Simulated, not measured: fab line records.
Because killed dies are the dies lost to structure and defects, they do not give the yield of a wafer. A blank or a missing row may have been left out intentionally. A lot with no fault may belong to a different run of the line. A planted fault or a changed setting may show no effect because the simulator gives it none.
fab line records :: flow ritCmos
record:
  lots: 14
  wafers: 42
  lastDay: 8
route steps=202 shown NWELL@32
lots that met no fault: taken from a fault-free run of the same line
startH: the number of hours between the record's first day and the start of the first shown wafer of the lot :: waitH: hours elapsed since this lot's preceding step :: " as in the row above :: L1.1+2: one row covering several wafers at once :: - value missing, or start not given :: * or withheld: withheld :: < > ~ a bound
route shown NAME@n: a module of which the file shows steps, and the number in the route of the first :: usual: the fault-free wafers' mean and standard deviation :: same: alike in all rows :: chamber/n: place in a boat :: sites: each site's reading :: _std_site: the values' standard deviation :: _edge_site: the outer-site mean with the inner-site mean subtracted :: radiusMm: how far each site lies from the wafer's centre :: mask NAME#n: copy n :: behind: the last tool/chamber to shape the wafer :: hold: why the lot went on hold/how many hours it stayed there/how the hold came to an end :: device: the n, p or np transistor that did not switch :: end of line: tests run on the same wafers once the route is complete :: for a step that has no rows: nothing shown but its recipe :: killed: the dies lost at the first sort to structure and to defects; this is not the yield of the wafer :: map: a wafer's dies, x killed, . not, _ none there
set.NAME: the setting the step ran with; set.NAME@STEP: the setting that earlier step ran with :: model.NAME: the simulator's own value behind a step, which no gauge read
one table for each step of the route and one row for each wafer, over a sample of lots
== steps ==
step: RIT_NWELL_PEB_04
recipe:
  resist: NOVOLAK
  tempC: withheld
  timeS: withheld
usual:
  chillPlateTempC: *
  exhaustPa: 45.0/0.92
  resistLineTempC: *
lot.wafer: L739.2
tool: lithoTrack-01
chamber: 0
startH: 32.45
waitH: 0.1
chillPlateTempC: *
exhaustPa: 43.8
resistLineTempC: *

lot.wafer: L739.3
tool: lithoTrack-01
chamber: 0
startH: 32.45
waitH: 0.1
chillPlateTempC: *
exhaustPa: 44.7
resistLineTempC: *

lot.wafer: L739.4
tool: lithoTrack-01
chamber: 0
startH: 32.45
waitH: 0.1
chillPlateTempC: *
exhaustPa: 44.3
resistLineTempC: *

lot.wafer: L740.4
tool: lithoTrack-01
chamber: 0
startH: 37.24
waitH: 0.1
chillPlateTempC: *
exhaustPa: 45.0
resistLineTempC: *

lot.wafer: L740.5
tool: lithoTrack-01
chamber: 0
startH: 37.24
waitH: 0.1
chillPlateTempC: *
exhaustPa: 43.6
resistLineTempC: *

lot.wafer: L740.6
tool: lithoTrack-01
chamber: 0
startH: 37.24
waitH: 0.1
chillPlateTempC: *
exhaustPa: 45.2
resistLineTempC: *

lot.wafer: L741.1
tool: lithoTrack-03
chamber: 0
startH: 40.62
waitH: 0.1
chillPlateTempC: *
exhaustPa: 44.9
resistLineTempC: *

lot.wafer: L741.3
tool: lithoTrack-03
chamber: 0
startH: 40.62
waitH: 0.1
chillPlateTempC: *
exhaustPa: 44.3
resistLineTempC: *

lot.wafer: L741.6
tool: lithoTrack-03
chamber: 0
startH: 40.62
waitH: 0.1
chillPlateTempC: *
exhaustPa: 44.0
resistLineTempC: *

lot.wafer: L742.3
tool: lithoTrack-01
chamber: 0
startH: 48.55
waitH: 0.1
chillPlateTempC: *
exhaustPa: 46.3
resistLineTempC: *

lot.wafer: L742.4
tool: lithoTrack-01
chamber: 0
startH: 48.55
waitH: 0.1
chillPlateTempC: *
exhaustPa: 46.3
resistLineTempC: *

lot.wafer: L742.5
tool: lithoTrack-01
chamber: 0
startH: 48.55
waitH: 0.1
chillPlateTempC: *
exhaustPa: 45.5
resistLineTempC: *

lot.wafer: L744.1
tool: lithoTrack-04
chamber: 0
startH: 56.85
waitH: 0.1
chillPlateTempC: *
exhaustPa: 44.5
resistLineTempC: *

lot.wafer: L744.2
tool: lithoTrack-04
chamber: 0
startH: 56.85
waitH: 0.1
chillPlateTempC: *
exhaustPa: 47.1
resistLineTempC: *

lot.wafer: L744.5
tool: lithoTrack-04
chamber: 0
startH: 56.85
waitH: 0.1
chillPlateTempC: *
exhaustPa: 45.8
resistLineTempC: *

lot.wafer: L745.1
tool: lithoTrack-03
chamber: 0
startH: 65.66
waitH: 0.1
chillPlateTempC: *
exhaustPa: 45.3
resistLineTempC: *

lot.wafer: L745.5
tool: lithoTrack-03
chamber: 0
startH: 65.66
waitH: 0.1
chillPlateTempC: *
exhaustPa: 44.7
resistLineTempC: *

lot.wafer: L745.6
tool: lithoTrack-03
chamber: 0
startH: 65.66
waitH: 0.1
chillPlateTempC: *
exhaustPa: 45.0
resistLineTempC: *

lot.wafer: L747.1
tool: lithoTrack-01
chamber: 0
startH: 70.53
waitH: 0.2
chillPlateTempC: *
exhaustPa: 44.9
resistLineTempC: *

lot.wafer: L747.4
tool: lithoTrack-01
chamber: 0
startH: 70.53
waitH: 0.2
chillPlateTempC: *
exhaustPa: 45.8
resistLineTempC: *

lot.wafer: L747.6
tool: lithoTrack-01
chamber: 0
startH: 70.53
waitH: 0.2
chillPlateTempC: *
exhaustPa: 44.1
resistLineTempC: *

lot.wafer: L748.1
tool: lithoTrack-01
chamber: 0
startH: 81.94
waitH: 0.1
chillPlateTempC: *
exhaustPa: 43.2
resistLineTempC: *

lot.wafer: L748.5
tool: lithoTrack-01
chamber: 0
startH: 81.94
waitH: 0.1
chillPlateTempC: *
exhaustPa: 45.2
resistLineTempC: *

lot.wafer: L748.6
tool: lithoTrack-01
chamber: 0
startH: 81.94
waitH: 0.1
chillPlateTempC: *
exhaustPa: 45.6
resistLineTempC: *

lot.wafer: L749.1
tool: lithoTrack-01
chamber: 0
startH: 85.11
waitH: 0.1
chillPlateTempC: *
exhaustPa: 46.7
resistLineTempC: *

lot.wafer: L749.3
tool: lithoTrack-01
chamber: 0
startH: 85.11
waitH: 0.1
chillPlateTempC: *
exhaustPa: 44.8
resistLineTempC: *

lot.wafer: L749.6
tool: lithoTrack-01
chamber: 0
startH: 85.11
waitH: 0.1
chillPlateTempC: *
exhaustPa: 46.1
resistLineTempC: *

lot.wafer: L757.2
tool: lithoTrack-01
chamber: -
startH: 127.11
waitH: 0.3
chillPlateTempC: -
exhaustPa: -
resistLineTempC: -

lot.wafer: L757.5
tool: lithoTrack-01
chamber: -
startH: 127.11
waitH: 0.3
chillPlateTempC: -
exhaustPa: -
resistLineTempC: -

lot.wafer: L757.6
tool: lithoTrack-01
chamber: -
startH: 127.11
waitH: 0.3
chillPlateTempC: -
exhaustPa: -
resistLineTempC: -

lot.wafer: L756.4
tool: lithoTrack-04
chamber: -
startH: 127.16
waitH: 0.2
chillPlateTempC: -
exhaustPa: -
resistLineTempC: -

lot.wafer: L756.5
tool: lithoTrack-04
chamber: -
startH: 127.16
waitH: 0.2
chillPlateTempC: -
exhaustPa: -
resistLineTempC: -

lot.wafer: L756.6
tool: lithoTrack-04
chamber: -
startH: 127.16
waitH: 0.2
chillPlateTempC: -
exhaustPa: -
resistLineTempC: -

lot.wafer: L758.2
tool: lithoTrack-01
chamber: 0
startH: 127.42
waitH: 0.3
chillPlateTempC: *
exhaustPa: 45.8
resistLineTempC: *

lot.wafer: L758.4
tool: lithoTrack-01
chamber: 0
startH: 127.42
waitH: 0.3
chillPlateTempC: *
exhaustPa: 45.3
resistLineTempC: *

lot.wafer: L758.6
tool: lithoTrack-01
chamber: 0
startH: 127.42
waitH: 0.3
chillPlateTempC: *
exhaustPa: 44.7
resistLineTempC: *

lot.wafer: L760.1
tool: lithoTrack-03
chamber: 0
startH: 137.94
waitH: 0.5
chillPlateTempC: *
exhaustPa: 45.9
resistLineTempC: *

lot.wafer: L760.4
tool: lithoTrack-03
chamber: 0
startH: 137.94
waitH: 0.5
chillPlateTempC: *
exhaustPa: 44.0
resistLineTempC: *

lot.wafer: L760.6
tool: lithoTrack-03
chamber: 0
startH: 137.94
waitH: 0.5
chillPlateTempC: *
exhaustPa: 45.0
resistLineTempC: *

lot.wafer: L759.4
tool: lithoTrack-04
chamber: 0
startH: 138.11
waitH: 0.3
chillPlateTempC: *
exhaustPa: 44.1
resistLineTempC: *

lot.wafer: L759.5
tool: lithoTrack-04
chamber: 0
startH: 138.11
waitH: 0.3
chillPlateTempC: *
exhaustPa: 44.8
resistLineTempC: *

lot.wafer: L759.6
tool: lithoTrack-04
chamber: 0
startH: 138.11
waitH: 0.3
chillPlateTempC: *
exhaustPa: 45.6
resistLineTempC: *
== key ==
firstSign:
  step: RIT_NWELL_PEB_04
  reading: toolRecord
  direction: missing
effect none on later readings
metAt RIT_NWELL_PEB_04
struckLots L756,L757
sortLeftOut L756.4,L756.5,L756.6,L757.2,L757.5,L757.6
testerLeftOut L756,L757
onsetBetween 85.11 127.11
fault:
  kind: skippedStepWhole
  tool: lithoTrack-01,lithoTrack-04
  chamber: -
  onsetH: 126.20
  steps: RIT_NWELL_PEB_04
  scope: struckLotsOnly
testerLeftOut: of these lots the tester's yield and bins aren't shown, on N5 and GAA mostly nor the transistor test; their killed dies are dies lost to structure and defects alone, not to doping, threshold or leakage, so they don't give the yield
sortLeftOut: the simulated sort isn't trusted on such a fault, so these wafers' sort isn't shown, and their yield isn't known
